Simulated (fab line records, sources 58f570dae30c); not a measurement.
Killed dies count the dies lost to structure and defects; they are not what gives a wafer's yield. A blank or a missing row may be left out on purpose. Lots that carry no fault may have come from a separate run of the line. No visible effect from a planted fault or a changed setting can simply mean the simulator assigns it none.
A single fault, viewed from 2 desks    flow berkeleyCmos170    numbers are kept per desk, each desk with only its own; the story behind them comes last

THE TOOL OWNER'S DESK: lpcvd-02
The tool's own readings at UCB170_NWELL_CVD_04 (deposits Si3N4 from SiH2Cl2/NH3, target thk 224 nm, time 3360 s): means of the sampled wafers that have a number, for each lot that ran on this tool. If a lot's mean is further than 4 standard deviations from the usual mean, the lot is out of limits and carries the mark OUT (the distance appears in the brackets).
Columns: A = spikeTcSourceC at UCB170_NWELL_CVD_04, usual 822.3 C; B = susceptorTempC at UCB170_NWELL_CVD_04, usual 799.9 C
lot   first seen here  A      B
L241  day 2 11:40      823.8  800.1
L242  day 2 11:40      821.3  799.8
L250  day 4 06:52      821.6  799.5
L253  day 5 01:26      821.3  799.6
L254  day 5 09:13      823.6  800.1
This desk's finding: nothing out of limits on any of the 5 lots.

AT THE METROLOGY DESK
What the gauges read for every lot (on any tool): the sampled wafers with a number, averaged. If a lot's mean is further than 4 standard deviations from the usual mean, the lot is out of limits and carries the mark OUT (the distance appears in the brackets).
Columns: A = NWELL_NITRIDE_THK at UCB170_NWELL_THK_MEAS_05, usual 224.7 nm; B = NWELL_OVL at UCB170_NWELL_OVL_MEAS_12, usual 0 nm; C = PWELL_NITRIDE_THK at UCB170_PWELL_THK_MEAS_06, usual 220.2 nm; D = SACOX_OXIDE_THK at UCB170_SACOX_THK_MEAS_02, usual 14.40 nm
lot   first seen here  A                B   C      D
L241  day 2 13:35      220.0            -6  219.8  13.96
L242  day 2 13:37      224.8            9   219.8  14.23
L243  day 3 00:11      225.9            -0  220.0  14.08
L245  day 3 13:13      227.7            -1  220.2  14.29
L250  day 4 08:48      340.9 (+55) OUT  -   -      -
L251  day 4 17:41      223.5            1   220.0  14.22
L253  day 5 03:22      343.2 (+56) OUT  -   -      -
L254  day 5 11:10      224.4            1   221.9  14.82
L257  day 6 00:02      225.6            0   219.5  14.02
L258  day 6 00:05      226.3            0   219.7  14.06
L260  day 6 09:58      225.7            -9  221.7  14.63
L259  day 6 09:59      225.1            -1  219.6  14.45
L262  day 6 23:56      226.0            3   219.3  14.33
L263  day 6 23:57      229.2            5   222.1  14.54
Finding of this desk: L250, L253 out of limits, first seen on L250 at day 4 08:48 (NWELL_NITRIDE_THK at UCB170_NWELL_THK_MEAS_05). L241, L242, L243, L245, L251, L254, L257, L258, L260, L259, L262, L263: within limits.

TAKEN TOGETHER
Metrology desk: alarm possible at day 4 08:48 on L250, L253.
The desk of the tool owner found nothing out of limits.
The tool owner's desk has L250, L253 on record, within its limits.
Every lot named ran UCB170_NWELL_CVD_04 on lpcvd-02.

WHAT THE SIMULATOR PUT IN
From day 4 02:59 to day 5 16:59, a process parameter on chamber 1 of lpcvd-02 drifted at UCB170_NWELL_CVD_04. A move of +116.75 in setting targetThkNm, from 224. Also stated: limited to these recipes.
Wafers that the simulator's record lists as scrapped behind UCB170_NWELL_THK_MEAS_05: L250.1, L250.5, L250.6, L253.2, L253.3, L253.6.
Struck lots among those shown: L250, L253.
Per desk, hours elapsed from the start of the fault to the first reading out of limits: for the metrology desk, 6.
